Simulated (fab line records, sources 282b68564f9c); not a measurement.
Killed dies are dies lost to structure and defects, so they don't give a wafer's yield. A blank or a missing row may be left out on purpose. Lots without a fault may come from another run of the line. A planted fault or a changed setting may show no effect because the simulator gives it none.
fab line records | flow rit_cmos
record lots=6 wafers=18 last_day=7
route steps=202 shown PRETRO@72 GATE@75 FOX2@80 REOX@98 NLDD@103 SDANNEAL@155 M1@202
lots that met no fault: from a run of the same line without faults
start_h: hours from the record's first day to the start of the lot's first wafer shown | wait_h: hours since the lot's step before | " the same as in the row above | L1.1+2: a row that stands for several wafers | - no value, or no start given | * or withheld: withheld | < > ~ a bound
route shown NAME@n: a module of which the file shows steps, and the number in the route of the first | usual: mean/standard deviation of fault-free wafers | same: alike in all rows | chamber/n: place in a boat | sites: the reading at each site | _std_site: their standard deviation | _edge_site: outer sites' mean less inner sites' | radius_mm: how far each site lies from the wafer's centre | mask NAME#n: copy n | behind: the tool/chamber that last shaped the wafer | hold: why the lot was held/for how many hours/how that ended | device: the transistor (n, p or np) that didn't switch | end of line: the same wafers' tests at the end of the route | a step without rows: its recipe alone | killed: dies lost to structure and defects at the first sort, not the wafer's yield | map: a wafer's dies, x killed, . not, _ none there
set.NAME: the setting as run; set.NAME@STEP: as run at that earlier step | model.NAME: the simulator's own value behind a step, which no gauge read
lots at some steps of the route; a table a step, a row a wafer
services: from which hour (start_h, from the record's first day; less than 0 if before it) a tool's chamber was out of use, for how many hours, and why
## steps
# step RIT_PRETRO_IMPLANT_08
# recipe species=B energy_kev=45 dose_cm2=1.2e+13 tilt_deg=7
# step RIT_PRETRO_STRIP_09
# recipe chemistry=O2 time_s=180 resist=NOVOLAK platen_temp_c=withheld power_w=500 pressure_mtorr=4000 o2_flow_sccm=4000
# usual drypump_motor_current_A=5.8/0.4 rf_refl_power_W=6.8/1.2
# columns lot.wafer tool chamber start_h wait_h drypump_motor_current_A rf_hours_counter_h rf_refl_power_W
L342.2 plasma_asher-04 0 85.40 0.1 5.5 45 7.0
L342.3 " 0 " " 5.5 - 6.7
L342.5 " 0 " " 5.5 - 7.1
L343.2 plasma_asher-02 1 89.65 0.1 5.4 29 7.2
L343.4 " 1 " " 5.4 - 7.5
L343.6 " 1 " " 5.4 - 7.3
L345.1 plasma_asher-04 1 97.83 0.1 5.4 47 9.2
L345.2 " 0 " " 5.5 47 7.1
L345.6 " 1 " " 5.4 - 9.2
L347.2 plasma_asher-01 0 107.93 0.1 6.2 45 5.4
L347.3 " 0 " " 6.2 - 5.5
L347.4 " 1 " " 6.3 - 6.5
L351.1 plasma_asher-04 0 128.53 0.1 5.5 51 7.1
L351.2 " 1 " " 5.4 51 9.0
L351.6 " 0 " " 5.5 - 7.2
L352.3 plasma_asher-02 1 131.83 0.1 5.4 - 7.2
L352.4 " 0 " " 5.4 - 7.6
L352.6 " 1 " " 5.4 - 7.0
# step RIT_PRETRO_TW_MEAS_10
# usual PRETRO_TW=479/4.1
# columns lot.wafer tool chamber start_h wait_h PRETRO_TW
L342.2 film_metro-02 - 85.59 0.1 476
L342.3 " - " " 477
L342.5 " - " " 477
L343.2 film_metro-04 - 89.84 0.1 478
L343.4 " - " " 479
L343.6 " - " " 479
L345.1 film_metro-04 - 98.01 0.1 478
L345.2 " - " " 480
L345.6 " - " " 479
L347.2 film_metro-02 - 108.12 0.1 475
L347.3 " - " " 473
L347.4 " - " " 474
L351.1 film_metro-02 - 128.71 0.1 475
L351.2 " - " " 475
L351.6 " - " " 476
L352.3 film_metro-03 - 131.97 0.1 487
L352.4 " - " " 486
L352.6 " - " " 485
# step RIT_GATE_WET_ETCH_00
# recipe chemistry=BOE target=SiO2 target_depth_nm=56 time_s=60 dry=n2_spin dilution=10:1 temp_c=21.5
# step RIT_GATE_CLEAN_01
# recipe chemistry=SC1 mix=3:3:50 time_s=581.4 temp_c=75
# step RIT_GATE_CLEAN_02
# recipe chemistry=dHF dilution=50:1 time_s=30
# step RIT_GATE_CLEAN_03
# recipe chemistry=SC2 mix=3:3:50 time_s=600 temp_c=75 dry=n2_spin
# step RIT_GATE_CLEAN_04
# recipe chemistry=dHF dilution=50:1 time_s=60 dry=n2_spin
# step RIT_FOX2_THK_MEAS_91
# recipe reads=SiO2_of_FOX2_OXIDATION_00
# usual FIELD_OXIDE_LEFT_2_THK=254/5.6
# columns lot.wafer tool chamber start_h wait_h FIELD_OXIDE_LEFT_2_THK[nm]
L342.2 film_metro-02 - 86.06 0.0 256
L342.3 " - " " 247
L342.5 " - " " 256
L343.2 film_metro-04 - 90.34 0.0 257
L343.4 " - " " 256
L343.6 " - " " 260
L345.1 film_metro-04 - 98.49 0.0 252
L345.2 " - " " 258
L345.6 " - " " 260
L347.2 film_metro-04 - 108.63 0.0 263
L347.3 " - " " 255
L347.4 " - " " 256
L351.1 film_metro-04 - 129.19 0.0 257
L351.2 " - " " 260
L351.6 " - " " 251
L352.3 film_metro-02 - 132.45 0.0 244
L352.4 " - " " 256
L352.6 " - " " 256
# step RIT_GATE_OXIDATION_05
# recipe temp_c=900 ambient=O2 target_thk_a=30 ox_time_s=270
# step RIT_GATE_ANNEAL_06
# recipe temp_c=900 time_s=600 ambient=N2O
# step RIT_GATE_THK_MEAS_07
# recipe reads=SiO2_of_GATE_OXIDATION_05
# usual GATE_OXIDE_THK=2.99/0.069
# columns lot.wafer tool chamber start_h wait_h GATE_OXIDE_THK[nm]
L342.2 film_metro-02 - 87.75 0.0 3.02
L342.3 " - " " 3.01
L342.5 " - " " 3.03
L343.2 film_metro-02 - 95.27 0.0 2.89
L343.4 " - " " 2.98
L343.6 " - " " 2.96
L345.1 film_metro-04 - 99.87 0.0 3.01
L345.2 " - " " 3.00
L345.6 " - " " 3.07
L347.2 film_metro-04 - 110.02 0.0 2.93
L347.3 " - " " 2.95
L347.4 " - " " 2.97
L351.1 film_metro-02 - 131.16 0.0 2.97
L351.2 " - " " 2.96
L351.6 " - " " 2.92
L352.3 film_metro-04 - 133.83 0.0 2.89
L352.4 " - " " 2.94
L352.6 " - " " 2.89
# step RIT_GATE_CVD_08
# recipe material=poly-Si target_thk_nm=250 temp_c=610 precursor=SiH4 time_s=2220 pressure_mtorr=300 sih4_flow_sccm=100
# usual spike_tc_centre_C=612.8/1.5
# columns lot.wafer tool chamber start_h wait_h spike_tc_centre_C model.poly-Si_of_GATE_CVD_08.thk_nm
L342.2 lpcvd-02 0 87.80 0.0 613.6 254.1
L342.3 " 0 " " 612.7 252.6
L342.5 " 0 " " 613.5 255.4
L343.2 lpcvd-01 0 95.32 0.0 614.9 249.5
L343.4 " 0 " " 612.0 247.4
L343.6 " 0 " " 613.9 248.7
L345.1 lpcvd-01 0 99.93 0.1 614.1 265.6
L345.2 " 0 " " 613.9 267.2
L345.6 " 0 " " 611.9 264
L347.2 lpcvd-01 0 110.07 0.0 613.9 269
L347.3 " 0 " " 613.5 270.2
L347.4 " 0 " " 614.7 268.4
L351.1 lpcvd-02 0 131.22 0.1 612.7 252
L351.2 " 0 " " 613.2 248.4
L351.6 " 0 " " 613.3 248.3
L352.3 lpcvd-02 0 133.87 0.0 613.4 251
L352.4 " 0 " " 613.1 251.7
L352.6 " 0 " " 616.3 249.8
# step RIT_GATE_THK_MEAS_09
# recipe reads=poly-Si_of_GATE_CVD_08
# usual GATE_POLY_THK=250.5/2.8
# columns lot.wafer tool chamber start_h wait_h GATE_POLY_THK[nm]
L342.2 film_metro-04 - 89.43 0.0 254.2
L342.3 " - " " 252.6
L342.5 " - " " 255.5
L343.2 film_metro-01 - 96.95 0.0 249.3
L343.4 " - " " 247.3
L343.6 " - " " 248.5
L345.1 film_metro-01 - 101.55 0.0 265.4
L345.2 " - " " 267.0
L345.6 " - " " 264.1
L347.2 film_metro-02 - 111.69 0.0 268.9
L347.3 " - " " 270.1
L347.4 " - " " 268.4
L351.1 film_metro-04 - 132.83 0.0 252.1
L351.2 " - " " 248.4
L351.6 " - " " 248.3
L352.3 film_metro-02 - 135.51 0.0 251.2
L352.4 " - " " 251.8
L352.6 " - " " 249.9
# step RIT_GATE_HMDS_10
# recipe prime_time_s=60 prime_temp_c=140
# step RIT_GATE_COAT_11
# recipe resist=NOVOLAK spin_rpm=4250 resist_thk_nm=850
# step RIT_GATE_SOFTBAKE_12
# recipe resist=NOVOLAK temp_c=90 time_s=60
# step RIT_GATE_EXPOSE_13
# recipe mask_id=M6 na=0.6 source_shape=conventional sigma_outer=0.6 target_cd_nm=150 dose_mj=380
# step RIT_GATE_PEB_14
# recipe resist=NOVOLAK temp_c=withheld time_s=withheld
# step RIT_GATE_DEVELOP_15
# recipe resist=NOVOLAK develop_time_s=50 dev_temp_c=23
# step RIT_GATE_CD_MEAS_16
# recipe target_cd_nm=150
# usual cd_nm=150.1/2
# columns lot.wafer tool chamber start_h wait_h cd_nm
L342.2 cd_sem-01 - 90.64 - 152.0
L342.3 " - " " 153.2
L342.5 " - " " 151.0
L343.2 cd_sem-01 - 97.99 - 152.0
L343.4 " - " " 150.3
L343.6 " - " " 149.0
L345.1 cd_sem-01 - 102.66 - 149.0
L345.2 " - " " 150.4
L345.6 " - " " 146.9
L347.2 cd_sem-01 - 112.74 - 150.7
L347.3 " - " " 150.5
L347.4 " - " " 151.8
L351.1 cd_sem-01 - 133.74 - 151.8
L351.2 " - " " 151.7
L351.6 " - " " 151.1
L352.3 cd_sem-01 - 136.60 - 148.3
L352.4 " - " " 148.8
L352.6 " - " " 147.6
# step RIT_GATE_OVL_MEAS_17
# usual GATE_OVL=-0.1/1.5
# columns lot.wafer tool chamber start_h wait_h GATE_OVL[nm]
L342.2 overlay-01 - 90.75 0.1 -2.1
L342.3 " - " " -1.7
L342.5 " - " " -1.2
L343.2 overlay-01 - 98.09 0.1 -0.4
L343.4 " - " " -0.7
L343.6 " - " " -1.7
L345.1 overlay-01 - 102.78 0.1 0.8
L345.2 " - " " -0.4
L345.6 " - " " 0.1
L347.2 overlay-02 - 112.84 0.1 -0.5
L347.3 " - " " 0.2
L347.4 " - " " -0.3
L351.1 overlay-02 - 133.86 0.1 3.1
L351.2 " - " " 1.5
L351.6 " - " " 0.7
L352.3 overlay-02 - 136.70 0.1 -1.8
L352.4 " - " " -0.8
L352.6 " - " " -1.1
# step RIT_GATE_HARDBAKE_18
# recipe resist=NOVOLAK temp_c=140 time_s=60
# step RIT_GATE_ETCH_19
# recipe chemistry=SF6/CHF3/O2 time_s=165 SF6_flow_sccm=30 CHF3_flow_sccm=30 O2_flow_sccm=5 target=poly-Si pressure_mtorr=40 rf_w=160 target_depth_a=3125 over_etch_frac=0.25 stop_on=SiO2
# usual drypump_motor_current_A=5.7/0.5 he_backside_leak_sccm=2.9/0.37 oes_product_au=0.857/0.015 throttle_valve_pct=10.23/0.12
# columns lot.wafer tool chamber start_h wait_h drypump_motor_current_A he_backside_leak_sccm oes_product_au rf_hours_counter_h throttle_valve_pct model.etch.depth_nm model.GATE.feature_depth_nm
L342.2 rie_si-01 2 90.95 0.1 6.3 3.1 0.873 101 10.26 254.1 254.1
L342.3 " 0 " " 6.1 2.8 0.867 9 10.39 252.6 252.6
L342.5 " 2 " " 6.3 3.1 0.891 - 10.24 255.4 255.4
L343.2 rie_si-02 3 98.27 0.1 5.6 2.3 0.844 4 10.37 249.5 249.5
L343.4 " 2 " " 4.9 2.6 0.856 1 10.19 247.4 247.4
L343.6 " 0 " " 5.7 3.2 0.823 - 10.27 248.7 248.7
L345.1 rie_si-02 2 103.07 0.1 4.9 2.3 0.890 1 10.18 265.6 265.6
L345.2 " 3 " " 5.6 2.2 0.891 4 10.36 267.2 267.2
L345.6 " 1 " " 6.0 2.5 0.907 - 10.30 264 264
L347.2 rie_si-02 0 113.02 0.1 5.7 3.3 0.873 145 10.28 269 269
L347.3 " 1 " " 6.0 2.7 0.915 137 10.29 270.2 270.2
L347.4 " 2 " " 4.9 2.4 0.902 1 10.20 268.4 268.4
L351.1 rie_si-02 3 134.05 0.1 5.6 2.3 0.862 4 10.37 252 252
L351.2 " 0 " " 5.7 3.2 0.830 145 10.28 248.4 248.4
L351.6 " 0 " " 5.7 3.3 0.826 - 10.27 248.3 248.3
L352.3 rie_si-01 3 136.87 0.1 5.8 3.1 0.864 129 9.97 251 251
L352.4 " 2 " " 6.3 3.0 0.870 101 10.23 251.7 251.7
L352.6 " 3 " " 5.8 3.0 0.859 - 9.95 249.8 249.8
# step RIT_GATE_STRIP_20
# recipe chemistry=O2 time_s=180 resist=NOVOLAK platen_temp_c=withheld power_w=500 pressure_mtorr=4000 o2_flow_sccm=4000
# usual drypump_motor_current_A=5.59/0.28 rf_refl_power_W=7.5/0.83
# columns lot.wafer tool chamber start_h wait_h drypump_motor_current_A rf_hours_counter_h rf_refl_power_W
L342.2 plasma_asher-03 1 91.06 0.1 5.42 44 7.5
L342.3 " 0 " " 6.11 - 6.4
L342.5 " 0 " " 6.09 - 6.6
L343.2 plasma_asher-04 1 98.38 0.1 5.42 47 9.1
L343.4 " 0 " " 5.54 - 6.9
L343.6 " 1 " " 5.41 - 9.0
L345.1 plasma_asher-03 0 103.18 0.1 6.09 46 6.6
L345.2 " 1 " " 5.40 46 7.4
L345.6 " 1 " " 5.41 - 7.3
L347.2 plasma_asher-04 1 113.13 0.1 5.42 48 9.1
L347.3 " 0 " " 5.52 - 7.3
L347.4 " 1 " " 5.42 - 9.0
L351.1 plasma_asher-04 1 134.16 0.1 5.44 51 8.8
L351.2 " 0 " " 5.55 51 7.1
L351.6 " 1 " " 5.43 - 9.0
L352.3 plasma_asher-03 0 137.04 0.1 6.06 - 6.6
L352.4 " 1 " " 5.39 - 7.6
L352.6 " 0 " " 6.07 - 6.6
# step RIT_GATE_CD_MEAS_90
# recipe target_cd_nm=150
# usual cd_nm=150.1/2
# columns lot.wafer tool chamber start_h wait_h cd_nm
L342.2 cd_sem-01 - 91.25 0.1 151.9
L342.3 " - " " 153.3
L342.5 " - " " 150.8
L343.2 cd_sem-01 - 98.58 0.1 152.1
L343.4 " - " " 150.1
L343.6 " - " " 149.0
L345.1 cd_sem-01 - 103.35 0.1 148.8
L345.2 " - " " 150.4
L345.6 " - " " 147.0
L347.2 cd_sem-01 - 113.33 0.1 150.5
L347.3 " - " " 151.1
L347.4 " - " " 151.8
L351.1 cd_sem-01 - 134.44 0.2 151.8
L351.2 " - " " 151.8
L351.6 " - " " 150.9
L352.3 cd_sem-02 - 137.19 0.1 148.0
L352.4 " - " " 148.6
L352.6 " - " " 147.5
# step RIT_REOX_CLEAN_00
# recipe chemistry=SC1 mix=3:3:50 time_s=600 temp_c=75
# step RIT_REOX_CLEAN_01
# recipe chemistry=dHF dilution=50:1 time_s=30
# step RIT_REOX_CLEAN_02
# recipe chemistry=SC2 mix=3:3:50 time_s=600 temp_c=75 dry=n2_spin
# step RIT_REOX_OXIDATION_03
# recipe temp_c=900 ambient=O2 target_thk_a=252 ox_time_s=5800
# step RIT_REOX_THK_MEAS_04
# recipe reads=SiO2_of_REOX_OXIDATION_03
# usual REOX_OXIDE_THK=25.7/0.48
# columns lot.wafer tool chamber start_h wait_h REOX_OXIDE_THK[nm]
L342.2 film_metro-03 - 95.02 0.0 26.6
L342.3 " - " " 26.9
L342.5 " - " " 26.6
L343.2 film_metro-03 - 101.60 0.0 25.1
L343.4 " - " " 25.2
L343.6 " - " " 25.2
L345.1 film_metro-03 - 106.95 0.0 25.8
L345.2 " - " " 25.7
L345.6 " - " " 25.7
L347.2 film_metro-01 - 116.37 0.0 26.1
L347.3 " - " " 26.0
L347.4 " - " " 26.1
L351.1 film_metro-03 - 137.48 0.0 25.5
L351.2 " - " " 25.4
L351.6 " - " " 25.6
L352.3 film_metro-04 - 140.23 0.0 25.9
L352.4 " - " " 25.5
L352.6 " - " " 25.5
# step RIT_NLDD_HMDS_00
# recipe prime_time_s=60 prime_temp_c=140
# step RIT_NLDD_COAT_01
# recipe resist=NOVOLAK spin_rpm=3250 resist_thk_nm=1000
# step RIT_NLDD_SOFTBAKE_02
# recipe resist=NOVOLAK temp_c=90 time_s=60
# step RIT_NLDD_EXPOSE_03
# recipe mask_id=M7 na=0.57 target_cd_nm=40700 dose_mj=250
# step RIT_NLDD_PEB_04
# recipe resist=NOVOLAK temp_c=withheld time_s=withheld
# step RIT_NLDD_DEVELOP_05
# recipe resist=NOVOLAK develop_time_s=50 dev_temp_c=23
# step RIT_NLDD_OVL_MEAS_06
# usual NLDD_OVL=-0.6/1.4
# columns lot.wafer tool chamber start_h wait_h NLDD_OVL[nm]
L342.2 overlay-01 - 95.93 - -0.8
L342.3 " - " " 0.0
L342.5 " - " " -1.1
L343.2 overlay-02 - 102.75 - 2.0
L343.4 " - " " 1.3
L343.6 " - " " 1.3
L345.1 overlay-02 - 108.16 - 1.0
L345.2 " - " " -0.9
L345.6 " - " " -0.6
L347.2 overlay-02 - 117.49 - -2.9
L347.3 " - " " -2.3
L347.4 " - " " -3.8
L351.1 overlay-02 - 138.39 - -0.3
L351.2 " - " " -1.6
L351.6 " - " " 0.3
L352.3 overlay-02 - 141.13 - 0.7
L352.4 " - " " 0.6
L352.6 " - " " -1.1
# step RIT_NLDD_HARDBAKE_07
# recipe resist=NOVOLAK temp_c=140.5 time_s=60
# step RIT_NLDD_IMPLANT_08
# recipe species=P energy_kev=20 dose_cm2=5e+14 tilt_deg=7
# step RIT_NLDD_STRIP_09
# recipe chemistry=O2 time_s=180 resist=NOVOLAK platen_temp_c=withheld power_w=500 pressure_mtorr=4000 o2_flow_sccm=4000
# usual drypump_motor_current_A=5.8/0.37 rf_refl_power_W=7.0/1.1
# columns lot.wafer tool chamber start_h wait_h drypump_motor_current_A rf_hours_counter_h rf_refl_power_W
L342.2 plasma_asher-03 1 96.26 0.1 5.4 45 7.4
L342.3 " 1 " " 5.4 - 7.5
L342.5 " 0 " " 6.1 - 6.6
L343.2 plasma_asher-04 0 103.08 0.1 5.5 47 7.3
L343.4 " 1 " " 5.4 - 9.2
L343.6 " 0 " " 5.5 - 7.4
L345.1 plasma_asher-03 1 108.50 0.1 5.4 46 7.3
L345.2 " 0 " " 6.1 46 6.6
L345.6 " 0 " " 6.1 - 6.6
L347.2 plasma_asher-03 1 117.82 0.1 5.4 48 7.5
L347.3 " 0 " " 6.1 - 6.5
L347.4 " 1 " " 5.4 - 7.5
L351.1 plasma_asher-03 1 138.72 0.1 5.4 51 7.3
L351.2 " 0 " " 6.1 51 6.7
L351.6 " 0 " " 6.1 - 6.2
L352.3 plasma_asher-03 1 141.51 0.1 5.4 - 7.5
L352.4 " 0 " " 6.1 - 6.5
L352.6 " 0 " " 6.1 - 6.4
# step RIT_NLDD_TW_MEAS_10
# usual NLDD_TW=2509/35
# columns lot.wafer tool chamber start_h wait_h NLDD_TW
L342.2 film_metro-03 - 96.45 0.1 2556
L342.3 " - " " 2544
L342.5 " - " " 2545
L343.2 film_metro-02 - 103.27 0.1 2479
L343.4 " - " " 2472
L343.6 " - " " 2486
L345.1 film_metro-02 - 108.67 0.1 2482
L345.2 " - " " 2482
L345.6 " - " " 2482
L347.2 film_metro-03 - 118.01 0.1 2541
L347.3 " - " " 2550
L347.4 " - " " 2533
L351.1 film_metro-03 - 138.90 0.1 2553
L351.2 " - " " 2544
L351.6 " - " " 2547
L352.3 film_metro-01 - 141.65 0.1 2466
L352.4 " - " " 2451
L352.6 " - " " 2456
# step RIT_SDANNEAL_CLEAN_02
# recipe chemistry=SC2 mix=3:3:50 time_s=600 temp_c=75 dry=n2_spin
# usual bath_guard_temp_C=75.0/0.5
# columns lot.wafer tool chamber start_h wait_h bath_guard_temp_C model.poly-Si_of_GATE_CVD_08.thk_nm
L342.2 wet_bench-03 1 105.61 0.0 74.4 167.2
L342.3 " 1 " " 74.1 166.3
L342.5 " 1 " " 74.1 168.2
L343.2 wet_bench-01 1 110.61 0.0 75.7 162.9
L343.4 " 1 " " 75.3 160.2
L343.6 " 1 " " 75.5 161.7
L345.1 wet_bench-01 3 115.84 0.0 75.7 177.9
L345.2 " 3 " " 75.6 179.9
L345.6 " 3 " " 75.5 176.9
L347.2 wet_bench-01 3 125.13 0.0 75.6 182.1
L347.3 " 3 " " 75.5 181.7
L347.4 " 3 " " 75.8 181.4
L351.1 wet_bench-01 1 146.30 0.0 75.2 166.3
L351.2 " 1 " " 75.6 162.8
L351.6 " 1 " " 75.5 161.9
L352.3 wet_bench-03 0 149.01 0.0 74.6 164.5
L352.4 " 0 " " 74.7 164.1
L352.6 " 0 " " 74.7 163.7
# step RIT_M1_PROBE_99
# usual killed_at_contacts=0.0/0.22 killed_at_front_end=6.9/2.9 killed_dies=7.0/2.9 killed_open=3.5/2 killed_short=3.5/2
# same gross_dies=264 killed_at_M0_to_M3=0 killed_at_M4_up=0 killed_at_back_side=0 killed_at_other=0
# columns lot.wafer tool chamber start_h wait_h killed_at_contacts killed_at_front_end killed_dies killed_open killed_short model.etest.nmos_turned.drive_ua_um model.etest.pmos_turned.drive_ua_um model.etest.poly_comb_over_steps.leak_log10_a_um
L342.2 prober-02 - 113.55 0.1 0 4 4 2 2 284.3 169.1 -12.87
L342.3 prober-02 - 113.60 0.2 0 8 8 3 5 280.7 164.8 -12.63
L342.5 prober-02 - 113.70 0.2 0 7 7 2 5 286 169.5 -12.86
L343.2 prober-02 - 118.41 0.1 0 10 10 5 5 335.5 189.9 -12.67
L343.4 prober-02 - 118.51 0.2 0 6 6 3 3 337.4 190.2 -12.89
L343.6 prober-02 - 118.61 0.2 0 11 11 6 5 342.3 193.8 -12.82
L347.2 prober-01 - 132.99 0.1 1 3 4 3 1 271.9 166.6 -11.47
L347.3 prober-01 - 133.04 0.2 1 8 9 4 5 268.5 166 -11.36
L347.4 prober-01 - 133.09 0.2 0 4 4 1 3 273.8 166.8 -11.92
L351.1 prober-01 - 154.77 0.1 0 5 5 1 4 317.2 189.8 -12.23
L351.2 prober-01 - 154.82 0.1 0 5 5 2 3 328 192.4 -12.75
L351.6 prober-01 - 155.02 0.2 0 8 8 2 6 321.9 190.3 -12.74
L352.3 prober-02 - 156.67 0.2 0 3 3 3 0 316 188.8 -12.81
L352.4 prober-02 - 156.72 0.2 0 9 9 6 3 319.1 193.4 -12.96
L352.6 prober-02 - 156.82 0.2 0 10 10 4 6 327.4 199.5 -12.9
# killed by level:class
L342.2 FOX2:geometric_particle:open=1 GATE:geometric_particle:short=1 SPACER:geometric_particle:short=1 SPACER:geometric_particle:open=1
L342.3 SPACER:geometric_particle:short=3 GATE:geometric_particle:open=2 REOX:geometric_particle:short=2 SILICIDE:geometric_particle:open=1
L342.5 FOX1:geometric_particle:short=1 GATE:geometric_particle:short=1 GATE:geometric_particle:open=1 REOX:geometric_particle:short=1 REOX:geometric_particle:open=1 SPACER:geometric_particle:short=1 SILICIDE:geometric_particle:short=1
L343.2 FOX1:geometric_particle:open=4 FOX1:geometric_particle:short=2 GATE:geometric_particle:short=2 SPACER:geometric_particle:short=1 GATE:geometric_particle:open=1
L343.4 SPACER:geometric_particle:short=2 FOX1:geometric_particle:open=1 REOX:geometric_particle:short=1 SPACER:geometric_particle:open=1 SILICIDE:geometric_particle:open=1
L343.6 FOX1:geometric_particle:short=2 GATE:geometric_particle:open=2 REOX:geometric_particle:open=2 REOX:geometric_particle:short=2 SPACER:geometric_particle:open=1 SPACER:geometric_particle:short=1 SILICIDE:geometric_particle:open=1
L347.2 ACTIVE:geometric_particle:open=1 GATE:geometric_particle:open=1 GATE:geometric_particle:short=1 CONTACT:geometric_particle:open=1
L347.3 GATE:geometric_particle:short=3 SILICIDE:geometric_particle:open=2 GATE:geometric_particle:open=1 REOX:geometric_particle:open=1 SPACER:geometric_particle:short=1 CONTACT:geometric_particle:short=1
L347.4 GATE:geometric_particle:short=3 REOX:geometric_particle:open=1
L351.1 FOX1:geometric_particle:short=3 GATE:geometric_particle:open=1 SPACER:geometric_particle:short=1
L351.2 GATE:geometric_particle:short=2 REOX:geometric_particle:open=2 FOX1:geometric_particle:short=1
L351.6 SILICIDE:geometric_particle:short=2 FOX1:geometric_particle:short=1 FOX2:geometric_particle:open=1 GATE:geometric_particle:short=1 REOX:geometric_particle:short=1 SPACER:geometric_particle:short=1 SPACER:geometric_particle:open=1
L352.3 FOX2:geometric_particle:open=1 GATE:geometric_particle:open=1 SILICIDE:geometric_particle:open=1
L352.4 FOX2:geometric_particle:open=3 FOX1:geometric_particle:open=2 FOX1:geometric_particle:short=1 GATE:geometric_particle:short=1 GATE:geometric_particle:open=1 SPACER:geometric_particle:short=1
L352.6 FOX1:geometric_particle:short=3 GATE:geometric_particle:open=2 FOX1:geometric_particle:open=1 FOX2:geometric_particle:short=1 FOX2:geometric_particle:open=1 GATE:geometric_particle:short=1 SILICIDE:geometric_particle:short=1
## services
# columns tool chamber start_h hours kind
plasma_asher-02 - 67.41 14.6 pm
rie_si-02 0 79.82 2.6 repair
plasma_asher-01 - 89.01 4.5 repair
rie_si-01 - 105.54 0.1 repair
plasma_asher-01 - 108.92 9.0 pm
plasma_asher-01 0 108.92 9.0 vent_cycle
plasma_asher-01 1 108.92 9.0 vent_cycle
plasma_asher-01 0 117.92 - clean
plasma_asher-01 1 117.92 - clean
plasma_asher-01 - 121.35 15.5 repair
rie_si-02 - 134.50 0.5 repair
rie_si-02 0 136.16 - clean
rie_si-02 0 136.16 23.3 scheduled_down
rie_si-02 0 136.16 23.3 vent_cycle
plasma_asher-04 - 136.70 1.5 repair
## key
first_sign step=RIT_GATE_THK_MEAS_09 reading=GATE_POLY_THK direction=up sigmas=6.1 usual=250.5 struck=267.3
effect step=RIT_GATE_ETCH_19 reading=oes_product_au direction=up sigmas=2.6 usual=0.857 struck=0.896
model_effect step=RIT_GATE_CVD_08 value=poly-Si_of_GATE_CVD_08.thk_nm without=247.4 struck=267.4
model_effect step=RIT_GATE_ETCH_19 value=etch.depth_nm without=247.4 struck=267.4
model_effect step=RIT_SDANNEAL_CLEAN_02 value=poly-Si_of_GATE_CVD_08.thk_nm without=160 struck=180
model_effect step=RIT_M1_PROBE_99 value=etest.nmos_turned.drive_ua_um without=303.4 struck=271.4
met_at RIT_GATE_CVD_08
struck_wafers L345.1,L345.2,L345.6,L347.2,L347.3,L347.4
rows_end L345.1,L345.2,L345.6
tester_left_out L347
onset_between 95.32 99.93
fault kind=process_parameter_drift tool=lpcvd-01 chamber=- onset_h=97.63 steps=RIT_GATE_CVD_08 channel=target_thk_nm offset=20 shape=step end_h=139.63 acts_in=these_recipes_only stated=250
# tester_left_out: of these lots the tester's yield and bins aren't shown, on N5 and GAA mostly nor the transistor test; their killed dies are dies lost to structure and defects alone, not to doping, threshold or leakage, so they don't give the yield
# rows_end: these wafers met a further fault down the route, and their rows from its step on are left out
